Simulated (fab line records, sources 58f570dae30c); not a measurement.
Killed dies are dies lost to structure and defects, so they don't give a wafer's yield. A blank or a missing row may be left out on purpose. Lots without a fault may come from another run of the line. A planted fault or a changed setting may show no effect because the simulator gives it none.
Problem report in the 8D (eight disciplines) form, filled by code | flow berkeley_cmos170 | the parts of the form that need people (team, actions taken, sign-off) are left out

1. THE PROBLEM
beam_energy_keV at UCB170_PFIELD_IMPLANT_07 reads a mean of 63.037 on 6 wafers of 2 lots; wafers without a fault read 80.000 with a standard deviation of 0.025. That is -99 or more standard deviations from the usual mean.
First seen on wafer L607.2, day 6 15:22, on implanter-04. The record holds 42 wafers of 14 lots with a number at this step. Rule for "out", or "out of limits": more than 4 standard deviations from the usual mean. The other wafers with a number count as sound.

2. WHAT IT IS AND WHAT IT IS NOT
question                    | is                     | is not
which readings at this step | beam_energy_keV        | -
which lots                  | L607, L610             | L596, L597, L598, L600, L605, L611, L612, L613, L614, L615, L618, L619
which wafers of those lots  | all that have a number | -
read on which tools         | implanter-04           | implanter-01, implanter-03
when                        | from day 6 15:22       | up to then (15 sound wafers); but 21 sound wafers of L611, L612, L613, L614, L615, L618, L619 came after

3. SUSPECTS, AND WHAT RULES EACH OUT
Counting: a tool at a process step up to the reading stays a suspect if it ran every lot that is out and no sound lot after the first of them.
- rie_diel-04 at UCB170_ZERO_ETCH_06 (etches SiO2 in CHF3/CF4/Ar, time 12 s): kept. It ran every lot that is out, first L607 (day 4 00:26), and no sound lot after that; its last sound lot up to then is L605 (day 3 16:49).
- implanter-04 at UCB170_PFIELD_IMPLANT_07: kept. It ran every lot that is out, first L607 (day 6 15:22), and no sound lot after that; its last sound lot up to then is L598 (day 4 17:25). Its own readings are out on those wafers: beam_energy_keV.
Left after counting: rie_diel-04 at UCB170_ZERO_ETCH_06, implanter-04 at UCB170_PFIELD_IMPLANT_07.

4. THE CAUSE (what the simulator had put in)
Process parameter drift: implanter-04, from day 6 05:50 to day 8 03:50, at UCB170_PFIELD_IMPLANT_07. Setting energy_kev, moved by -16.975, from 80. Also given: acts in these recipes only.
Counting left 2 suspects, and this tool is among them.

5. THE CHAIN OF EFFECTS, in route order
Each row: a reading whose mean over the struck wafers that have a number lies more than 3 standard deviations from the usual. Only readings for which the record gives a usual standard deviation are gone through. hours: the time from each lot's start at the first step in this table that gives one to its start at this step, as a median over the lots. sigmas: the change in usual standard deviations.
hours | step                     | reading         | usual  | on struck wafers | change  | sigmas
0     | UCB170_PFIELD_IMPLANT_07 | beam_energy_keV | 80.000 | 63.037           | -16.963 | -99 or more
The process steps in it:
- UCB170_PFIELD_IMPLANT_07
Later measuring or inspecting steps at which every struck wafer that the step has a row for has a number for every such reading, and none has moved that far: UCB170_PFIELD_TW_MEAS_09.

6. WHAT WOULD HAVE CAUGHT IT SOONER
In this record the first reading out of limits was taken at day 6 15:22, 10 hours after the fault began at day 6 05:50.
